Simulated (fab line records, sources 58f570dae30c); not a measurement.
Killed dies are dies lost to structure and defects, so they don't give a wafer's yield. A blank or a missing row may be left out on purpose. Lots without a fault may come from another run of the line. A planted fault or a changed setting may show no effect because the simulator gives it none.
Chamber matching | flow berkeley_cmos170 | UCB170_ZERO_ETCH_06 on rie_diel-04: 4 sister chambers
The step etches SiO2 in CHF3/CF4/Ar, time 12 s. 4 wafers are shown with their chamber, then 7 later ones without.

WAFERS WITH THEIR CHAMBER
wafer  | chamber | throttle_valve_pct (%)
L243.1 | 2       | 8.99
L245.1 | 3       | 9.40
L245.5 | 1       | 9.23
L247.5 | 0       | 9.31

WAFERS WITHOUT THEIR CHAMBER
wafer  | throttle_valve_pct (%)
L247.6 | 9.41
L249.1 | 9.30
L249.2 | 8.98
L249.6 | 9.41
L254.3 | 9.23
L254.4 | 9.43
L254.5 | 8.98

WHICH CHAMBER EACH WENT THROUGH
wafer  | from the rows above | in truth
L247.6 | 3                   | 3
L249.1 | 0                   | 0
L249.2 | 2                   | 2
L249.6 | 3                   | 3
L254.3 | 1                   | 1
L254.4 | 3                   | 3
L254.5 | 2                   | 2
Placed correctly: 7 of 7. Can't be placed from these rows: 0. Placed wrongly: 0.
How it was worked out, from the rows above alone: a wafer's distance from a chamber is the root of the sum, over the readings, of the square of ((its reading less the chamber's mean) divided by the reading's scatter). The wafer belongs to the nearest chamber; if the next one is less than 2 further off, it can't be placed. A chamber's mean is the mean of its shown wafers. The scatter: with one shown wafer a chamber, the root of the mean of the squares of how far each hidden wafer lies from its nearest shown one.
